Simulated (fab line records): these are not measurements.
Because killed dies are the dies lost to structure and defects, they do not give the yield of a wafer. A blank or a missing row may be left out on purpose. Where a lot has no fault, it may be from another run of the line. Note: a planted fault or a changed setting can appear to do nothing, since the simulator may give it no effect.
Which tool did it? | flow berkeley_cmos170 | route of 331 steps, sampled at 1 step: 14 lots, 42 wafers

== WHAT THE GAUGES SHOWED, per wafer ==
Not one reading of a measure or inspect step in the record can be checked against a usual standard deviation.

== WHAT TOOL EACH LOT RAN ON (gives the tool, then ch and the chambers of the sampled wafers, and finally the start) ==
lot  | UCB170_WELLDRIVE_ANNEAL_03
L251 | furnace-02 ch 0, day 3 08:44
L252 | furnace-04 ch 0, day 4 01:50
L253 | furnace-04 ch 0, day 4 01:50
L254 | furnace-01 ch 0, day 4 07:47
L256 | furnace-04 ch 0, day 4 22:22
L258 | furnace-01 ch 0, day 5 05:14
L259 | furnace-04 ch 0, day 5 16:35
L260 | furnace-01 ch 0, day 5 21:16
L263 | furnace-01 ch 0, day 6 01:26
L267 | furnace-04 ch 0, day 6 21:47
L268 | furnace-01 ch 0, day 7 05:32
L269 | furnace-01 ch 0, day 7 05:32
L273 | furnace-04 ch 0, day 8 08:41
L274 | furnace-04 ch 0, day 8 08:41
- UCB170_WELLDRIVE_ANNEAL_03: time 900 s.

== WHAT THE TOOLS THEMSELVES READ (means of the sampled wafers that have a number; where no wafer has one, the mark that the record gives instead) ==
UCB170_WELLDRIVE_ANNEAL_03. Usual: spike_tc_centre_C 1103.1 C, standard deviation 1.3; spike_tc_load_C 1127.5 C, standard deviation 2; spike_tc_source_C 1123.8 C, standard deviation 2.3; tube_center_temp_C 1100 C, standard deviation 0.11; tube_center_temp_C_max 1102.8, standard deviation 0.47.
lot  | tool       | spike_tc_centre_C (C) | spike_tc_load_C (C) | spike_tc_source_C (C) | tube_center_temp_C (C) | tube_center_temp_C_max | flag
L251 | furnace-02 | 1101.3                | 1130.9              | 1124.0                | 1100                   | 1103.1                 |
L252 | furnace-04 | 1103.6                | 1126.4              | 1124.2                | 1100                   | 1102.8                 |
L253 | furnace-04 | 1103.9                | 1126.3              | 1125.8                | 1100                   | 1102.6                 |
L254 | furnace-01 | 1101.8                | 1127.2              | 1120.9                | 1100                   | 1102.5                 |
L256 | furnace-04 | 1103.7                | 1126.5              | 1125.2                | 1100                   | 1102.4                 |
L258 | furnace-01 | 1105.1                | 1126.1              | 1121.3                | 1100                   | 1102.6                 |
L259 | furnace-04 | 1103.4                | 1125.9              | 1125.9                | 1100                   | 1103.1                 |
L260 | furnace-01 | 1103.7                | 1125.9              | 1120.5                | 1100                   | 1102.8                 |
L263 | furnace-01 | 1103.7                | 1127.3              | 1121.2                | 1100                   | 1103.0                 |
L267 | furnace-04 | 1103.1                | 1125.0              | 1126.1                | 1100                   | 1103.0                 |
L268 | furnace-01 | 1154.1                | 1177.5              | 1170.6                | 1150                   | 1153.0                 | OFF
L269 | furnace-01 | 1153.2                | 1176.5              | 1171.7                | 1150                   | 1152.6                 | OFF
L273 | furnace-04 | 1104.7                | 1126.4              | 1126.1                | 1100                   | 1102.9                 |
L274 | furnace-04 | 1104.0                | 1127.3              | 1125.9                | 1100                   | 1102.9                 |

== THE ANSWER, worked out from the rows above alone ==
Rule: lot off if the mean of its wafers having a number is beyond 3 standard deviations from the usual mean. A lot without any number at a reading at which 4 lots or more have one is off too. All remaining lots with rows at the step are treated as sound. The gauges are gone through in route order, then the tools' own readings, and for those a lot's mean is taken as printed above. The first step at which some lot is off is used, and at that step the reading that is off furthest; a lot without a number counts as furthest.
Off: L268, L269 (UCB170_WELLDRIVE_ANNEAL_03, tube_center_temp_C).
A tool fits if, at that step or a process step before it, it ran every lot that is off, and no sound lot after the first of them. One fits: furnace-01 at UCB170_WELLDRIVE_ANNEAL_03. Its last sound lot is L263 (day 6 01:26), its first lot that is off L268 (day 7 05:32): a fault that began between those two fits.
The tool's own readings at UCB170_WELLDRIVE_ANNEAL_03 bear it out: on the lots that are off they differ by more than 5 times the standard deviation of the sound lots' means. spike_tc_centre_C reads 1153.7 C there against 1103.5 C on the sound lots; spike_tc_load_C reads 1177.0 C there against 1126.8 C on the sound lots; spike_tc_source_C reads 1171.2 C there against 1123.9 C on the sound lots; tube_center_temp_C reads 1150 C there against 1100 C on the sound lots; tube_center_temp_C_max reads 1152.8 there against 1102.8 on the sound lots.

== WHAT WAS PUT IN BY THE SIMULATOR ==
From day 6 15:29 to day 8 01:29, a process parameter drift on furnace-01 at UCB170_WELLDRIVE_ANNEAL_03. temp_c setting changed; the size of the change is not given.
Shown lots that were struck: L268, L269. This agrees with what the rule above found.
